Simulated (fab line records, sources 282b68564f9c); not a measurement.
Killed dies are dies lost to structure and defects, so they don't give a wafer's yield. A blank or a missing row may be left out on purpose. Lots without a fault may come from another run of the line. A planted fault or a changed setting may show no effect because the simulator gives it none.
Which tool did it? | flow rit_cmos | 15 lots, 45 wafers sampled, at 4 steps of a route of 202

WHAT THE GAUGES READ, wafer by wafer
RIT_CONTACT_THK_MEAS_01. Usual: CONTACT_TEOS_THK 399 nm, standard deviation 4.2.
lot  | measured    | on            | CONTACT_TEOS_THK (nm) | flag
L911 | day 3 05:02 | film_metro-02 | 402 408 405           |
L912 | day 3 07:11 | film_metro-02 | 396 401 402           |
L913 | day 3 12:21 | film_metro-02 | 397 394 405           |
L914 | day 3 18:57 | film_metro-04 | 397 397 398           |
L915 | day 3 22:32 | film_metro-04 | 397 397 401           |
L918 | day 4 17:16 | film_metro-04 | 393 406 402           |
L919 | day 4 23:17 | film_metro-02 | 394 404 404           |
L920 | day 5 02:59 | film_metro-01 | 397 403 402           |
L921 | day 5 08:02 | film_metro-04 | 389 401 401           |
L925 | day 6 04:29 | film_metro-01 | 394 395 398           |
L930 | day 7 02:43 | film_metro-04 | 399 393 403           |
L931 | day 7 07:19 | film_metro-04 | 395 401 401           |
L932 | day 7 11:43 | film_metro-04 | 393 397 402           |
L933 | day 7 19:32 | film_metro-01 | 394 399 408           |
L934 | day 8 03:53 | film_metro-04 | 391 400 399           |

RIT_M1_OVL_MEAS_10. Usual: M1_OVL 0.0 nm, standard deviation 1.2.
lot  | measured    | on         | M1_OVL (nm)    | flag
L911 | day 3 08:55 | overlay-01 | 1.1 -0.5 -0.7  |
L912 | day 3 11:07 | overlay-01 | 0.0 -0.8 -1.7  |
L913 | day 3 16:01 | overlay-01 | -1.7 -1.6 -0.9 |
L914 | day 3 22:52 | overlay-02 | 2.2 2.7 1.8    |
L915 | day 4 02:25 | overlay-02 | 0.6 -1.5 0.0   |
L918 | day 4 21:02 | overlay-01 | 0.1 -0.4 0.2   |
L919 | day 5 03:02 | overlay-01 | -1.4 1.2 -1.8  |
L920 | day 5 06:46 | overlay-02 | -1.0 0.0 0.3   |
L921 | day 5 11:42 | overlay-02 | -1.4 -0.2 -1.5 |
L925 | day 6 08:15 | overlay-01 | 0.9 -0.3 -1.7  |
L930 | day 7 06:37 | overlay-01 | - - -          | OFF
L931 | day 7 11:27 | overlay-02 | - - -          | OFF
L932 | day 7 15:31 | overlay-02 | - - -          | OFF
L933 | day 7 23:26 | overlay-01 | 1.2 0.9 0.8    |
L934 | day 8 07:48 | overlay-01 | -0.6 -0.2 0.1  |

WHICH TOOL RAN EACH LOT (tool, then ch and the chambers of the sampled wafers, then the start)
lot  | RIT_SDANNEAL_RTA_03             | RIT_M1_EXPOSE_06
L911 | rtp_anneal-01 ch 0, day 3 03:55 | iline_stepper-01 ch 0, day 3 08:19
L912 | rtp_anneal-02 ch 0, day 3 06:04 | iline_stepper-01 ch 0, day 3 10:33
L913 | rtp_anneal-01 ch 0, day 3 11:14 | iline_stepper-01 ch 0, day 3 15:28
L914 | rtp_anneal-02 ch 0, day 3 17:51 | iline_stepper-02 ch 0, day 3 22:19
L915 | rtp_anneal-01 ch 0, day 3 21:24 | iline_stepper-01 ch 0, day 4 01:47
L918 | rtp_anneal-02 ch 0, day 4 16:09 | iline_stepper-02 ch 0, day 4 20:31
L919 | rtp_anneal-01 ch 0, day 4 22:10 | iline_stepper-01 ch 0, day 5 02:31
L920 | rtp_anneal-02 ch 0, day 5 01:52 | iline_stepper-01 ch 0, day 5 06:14
L921 | rtp_anneal-01 ch 0, day 5 06:48 | iline_stepper-01 ch 0, day 5 11:09
L925 | rtp_anneal-01 ch 0, day 6 03:22 | iline_stepper-02 ch 0, day 6 07:42
L930 | rtp_anneal-02 ch 0, day 7 01:36 | iline_stepper-01, day 7 06:04
L931 | rtp_anneal-01 ch 0, day 7 06:12 | iline_stepper-02, day 7 10:56
L932 | rtp_anneal-02 ch 0, day 7 10:37 | iline_stepper-01, day 7 14:59
L933 | rtp_anneal-01 ch 0, day 7 18:25 | iline_stepper-02 ch 0, day 7 22:55
L934 | rtp_anneal-02 ch 0, day 8 02:46 | iline_stepper-01 ch 0, day 8 07:07
- RIT_SDANNEAL_RTA_03: time 5 s.
- RIT_M1_EXPOSE_06: exposes mask M12, target cd 2600 nm.

WHAT THE TOOLS THEMSELVES READ (means of the sampled wafers that have a number; where no wafer has one, the mark that the record gives instead)
RIT_SDANNEAL_RTA_03. Usual: wafer_temp_C_max 1053.5, standard deviation 1.1.
lot  | tool          | wafer_temp_C_max | flag
L911 | rtp_anneal-01 | 1052.9           |
L912 | rtp_anneal-02 | 1054.2           |
L913 | rtp_anneal-01 | 1052.4           |
L914 | rtp_anneal-02 | 1054.2           |
L915 | rtp_anneal-01 | 1053.8           |
L918 | rtp_anneal-02 | 1052.5           |
L919 | rtp_anneal-01 | 1054.1           |
L920 | rtp_anneal-02 | 1055.0           |
L921 | rtp_anneal-01 | 1053.8           |
L925 | rtp_anneal-01 | 1054.0           |
L930 | rtp_anneal-02 | 1052.5           |
L931 | rtp_anneal-01 | 1053.8           |
L932 | rtp_anneal-02 | 1053.2           |
L933 | rtp_anneal-01 | 1054.2           |
L934 | rtp_anneal-02 | 1052.6           |

RIT_M1_EXPOSE_06. Usual: exposure_dose_mJ_cm2 250.02, standard deviation 0.26; focus_offset_nm -0.1 nm, standard deviation 0.64.
lot  | tool             | exposure_dose_mJ_cm2 | focus_offset_nm (nm) | flag
L911 | iline_stepper-01 | 250.42               | 0.5                  |
L912 | iline_stepper-01 | 250.19               | 0.5                  |
L913 | iline_stepper-01 | 250.12               | -0.1                 |
L914 | iline_stepper-02 | 250.19               | -0.7                 |
L915 | iline_stepper-01 | 250.06               | -0.3                 |
L918 | iline_stepper-02 | 250.06               | -0.2                 |
L919 | iline_stepper-01 | 249.59               | 0.6                  |
L920 | iline_stepper-01 | 249.91               | 0.3                  |
L921 | iline_stepper-01 | 250.20               | 0.3                  |
L925 | iline_stepper-02 | 250.11               | -0.9                 |
L930 | iline_stepper-01 | -                    | -                    | OFF
L931 | iline_stepper-02 | -                    | -                    | OFF
L932 | iline_stepper-01 | -                    | -                    | OFF
L933 | iline_stepper-02 | 249.92               | -1.1                 |
L934 | iline_stepper-01 | 249.96               | 0.3                  |

THE ANSWER, worked out from the rows above alone
Rule: a lot is off if the mean of its wafers that have a number lies more than 3 standard deviations from the usual mean. A lot without any number at a reading at which 4 lots or more have one is off too. The other lots that the step has rows for count as sound. The gauges are gone through in route order, then the tools' own readings, and for those a lot's mean is taken as printed above. The first step at which some lot is off is used, and at that step the reading that is off furthest; a lot without a number counts as furthest.
Off: L930, L931, L932, at RIT_M1_OVL_MEAS_10 (M1_OVL). Without a number there: L930, L931, L932.
A tool fits if, at a process step before that reading, it ran every lot that is off, and no sound lot after the first of them. The gauges at RIT_M1_OVL_MEAS_10 aren't tried: what is off there is off at RIT_M1_EXPOSE_06 too, on other tools, and a gauge's error can't cause that. None of those tried fits.

WHAT THE SIMULATOR HAD PUT IN
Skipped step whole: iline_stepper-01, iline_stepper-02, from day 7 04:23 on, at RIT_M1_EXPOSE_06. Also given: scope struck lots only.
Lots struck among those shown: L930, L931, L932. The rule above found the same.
